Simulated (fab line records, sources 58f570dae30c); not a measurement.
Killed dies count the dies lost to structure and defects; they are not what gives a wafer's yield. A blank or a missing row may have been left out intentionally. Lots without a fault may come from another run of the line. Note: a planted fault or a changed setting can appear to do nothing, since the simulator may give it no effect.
2 desks, one fault ; flow berkeley-cmos170 ; only its own numbers are on each desk; what lay behind them is given at the end

FOR THE TOOL OWNER'S DESK: rie-metal-02
The tool's own readings at UCB170_M1_METAL_ETCH_12 (etches Al in Cl2/BCl3, stops on PSG, target depth 780 nm, time 130 s): means of the sampled wafers that have a number, for each lot that ran on this tool. A lot is out of limits, marked OUT, if its mean lies more than 4 standard deviations from the usual mean; the brackets give that distance.
Columns: A = drypump-motor-current-A at UCB170_M1_METAL_ETCH_12, usual 5.76 A; B = mfc-cl2-sccm at UCB170_M1_METAL_ETCH_12, usual 90.00 sccm; C = oes-product-au at UCB170_M1_METAL_ETCH_12, usual 0.847 a.u.; D = rf-fwd-power-W at UCB170_M1_METAL_ETCH_12, usual 596.3 W; E = throttle-valve-pct at UCB170_M1_METAL_ETCH_12, usual 24.46 %
lot;first seen here;A;B;C;D;E
L999;day 7 04:00;5.79;90.22;0.844;593.4;24.75
L101;day 7 14:50;6.02;90.11;0.842;594.2;24.80
L106;day 8 22:22;5.58;90.15;0.790 (-5.2) OUT;434.5 (-85) OUT;24.73
L109;day 9 09:35;6.03;90.19;0.838;598.2;24.81
This desk's finding: out of limits on L106; first on L106, day 8 22:22 (oes-product-au at UCB170_M1_METAL_ETCH_12). In limits: L999, L101, L109.

METROLOGY DESK
Means of the sampled wafers that have a number, per lot and without regard to the tool the lot ran on: this is what the gauges read. A lot is out of limits, marked OUT, if its mean lies more than 4 standard deviations from the usual mean; the brackets give that distance.
Columns: A = cd-nm at UCB170_M1_CD_MEAS_90, usual 700 nm
lot;first seen here;A
L998;day 7 01:48;701
L997;day 7 02:59;698
L999;day 7 04:14;696
L101;day 7 15:05;695
L103;day 8 10:04;695
L106;day 8 22:37;710
L109;day 9 09:55;696
L113;day 10 03:58;698
L112;day 10 04:11;700
L115;day 10 14:02;696
L116;day 10 14:32;702
L118;day 11 13:50;703
L119;day 11 14:09;696
This desk's finding: nothing out of limits on any of the 13 lots.

TAKEN TOGETHER
At day 8 22:22, on L106, the tool owner's desk was in a position to raise an alarm.
Metrology desk: nothing out of limits seen.
The metrology desk holds a record of L106, inside its limits.
Of the lots named, all ran UCB170_M1_METAL_ETCH_12 on rie-metal-02.

WHAT THE SIMULATOR HAD INSERTED
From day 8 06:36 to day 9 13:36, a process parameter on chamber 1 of rie-metal-02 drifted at UCB170_M1_METAL_ETCH_12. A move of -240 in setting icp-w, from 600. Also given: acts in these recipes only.
Struck lots among those shown: L106.
Time in hours from fault onset to the first out-of-limits reading at each desk: the tool owner's desk, 16.
